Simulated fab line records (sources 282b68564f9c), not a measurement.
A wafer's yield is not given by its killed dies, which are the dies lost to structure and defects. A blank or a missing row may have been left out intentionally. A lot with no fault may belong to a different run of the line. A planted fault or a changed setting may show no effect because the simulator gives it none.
Which tool was responsible? ; flow ritCmos ; 13 lots with 39 wafers sampled at 2 steps, on a route of 202 steps

WHAT THE GAUGES READ, wafer by wafer
Not one reading of a measure or inspect step in the record can be checked against a usual standard deviation.

WHICH TOOL RAN EACH LOT (tool, then ch and the chambers of the sampled wafers, then the start)
lot;RIT_CONTACT_ETCH_11;RIT_M1_PROBE_99
L875;rieDiel-02 ch 0,2, day 3 07:38;prober-01, day 3 12:43
L876;rieDiel-03 ch 0,1,2, day 3 10:42;prober-02, day 3 15:36
L877;rieDiel-03 ch 0,1,2, day 3 15:38;prober-01, day 3 20:40
L879;rieDiel-02 ch 0,1,2, day 4 05:08;prober-01, day 4 10:07
L881;rieDiel-03 ch 0,2,3, day 4 13:58;prober-01, day 4 18:49
L882;rieDiel-02 ch 0,2,3, day 4 16:47;prober-02, day 4 21:53
L883;rieDiel-03 ch 1,2,3, day 5 00:03;prober-02, day 5 05:25
L884;rieDiel-03 ch 0,1,2, day 5 06:15;prober-02, day 5 11:06
L885;rieDiel-02 ch 0,1,2, day 5 08:09;prober-01, day 5 13:07
L886;rieDiel-03 ch 0,1,3, day 5 15:28;prober-02, day 5 20:22
L887;rieDiel-03 ch 0,1, day 5 22:32;prober-01, day 6 03:26
L888;rieDiel-01 ch 0,1, day 6 00:40;prober-02, day 6 05:49
L897;rieDiel-03 ch 0,1,3, day 8 03:44;prober-01, day 8 08:35
- RIT_CONTACT_ETCH_11: etches SiO2 in CHF3/CF4/Ar, stops on TiSi2, target depth 480 nm, time 320 s.
- RIT_M1_PROBE_99

AS READ BY THE TOOLS THEMSELVES (means over the sampled wafers that have a number; for cases with no such wafer, the mark the record gives instead)
RIT_CONTACT_ETCH_11.
lot;tool;chamberPressureMTorr (mTorr);drypumpMotorCurrentA (A);oesProductAu (a.u.);throttleValvePct (%)
L875;rieDiel-02;99.99;6.2;0.978;8.77
L876;rieDiel-03;99.98;5.9;0.994;8.69
L877;rieDiel-03;100.08;5.9;0.995;8.69
L879;rieDiel-02;99.98;5.9;0.971;8.82
L881;rieDiel-03;99.96;5.7;0.987;8.80
L882;rieDiel-02;99.93;6.0;0.986;8.80
L883;rieDiel-03;100.04;5.9;0.992;8.74
L884;rieDiel-03;100.03;5.9;0.995;8.68
L885;rieDiel-02;100.03;5.8;0.977;8.82
L886;rieDiel-03;99.99;5.7;0.985;8.79
L887;rieDiel-03;100.09;5.7;1.004;8.74
L888;rieDiel-01;99.95;6.2;0.985;8.70
L897;rieDiel-03;100.06;5.7;0.988;8.78

RIT_M1_PROBE_99.
lot;tool;killedAtContacts;killedAtFrontEnd;killedDies;killedOnRim;killedOpen;killedShort
L875;prober-01;0.3;3.7;4.0;0.7;1.3;2.7
L876;prober-02;0.0;9.7;9.7;1.0;3.7;6.0
L877;prober-01;0.3;6.0;6.3;1.0;2.7;3.3
L879;prober-01;0.0;8.7;8.7;3.3;5.0;3.7
L881;prober-01;0.0;6.3;6.3;1.3;4.3;2.0
L882;prober-02;0.0;10.0;10.0;3.0;6.3;3.7
L883;prober-02;0.0;4.0;4.0;1.3;3.3;0.7
L884;prober-02;0.0;10.7;10.7;3.7;5.3;5.3
L885;prober-01;0.0;9.0;9.0;2.7;4.0;5.0
L886;prober-02;0.0;11.3;11.3;1.3;6.3;5.0
L887;prober-01;0.0;5.3;5.3;1.3;3.0;2.3
L888;prober-02;0.0;6.0;6.0;1.3;2.0;4.0
L897;prober-01;9.0;3.3;12.3;4.0;2.3;1.0

THE ANSWER, worked out from the rows above alone
Rule: usual is defined by the lots themselves. The widest of any qualifying gaps counts: lots, ordered by their means at a reading, are off when they make up no more than a third of the lots, leave a main group of 4 or more, and stand apart from it by 3 or more times the standard deviation of that group's means. A main group whose means are all the same, to the digits that the tables above print for the reading, isn't used. Also off: a lot with no number at a reading for which 4 or more lots have one. Any other lot the step has rows for is counted as sound. The gauges are gone through in route order, then the tools' own readings, and for those a lot's mean is taken as printed above. At the first step where some lot is off, the reading lying furthest off is the one used; lots without a number count as furthest.
Off: L897 (RIT_M1_PROBE_99, killedAtContacts). The main group: mean 0.0, standard deviation 0.11.
A tool fits if, at that step or a process step before it, it ran every lot that is off, and no sound lot after the first of them. 2 tools fit, rieDiel-03 at RIT_CONTACT_ETCH_11 and prober-01 at RIT_M1_PROBE_99, so this cannot tell which one it is.

WHAT HAD BEEN PUT IN BY THE SIMULATOR
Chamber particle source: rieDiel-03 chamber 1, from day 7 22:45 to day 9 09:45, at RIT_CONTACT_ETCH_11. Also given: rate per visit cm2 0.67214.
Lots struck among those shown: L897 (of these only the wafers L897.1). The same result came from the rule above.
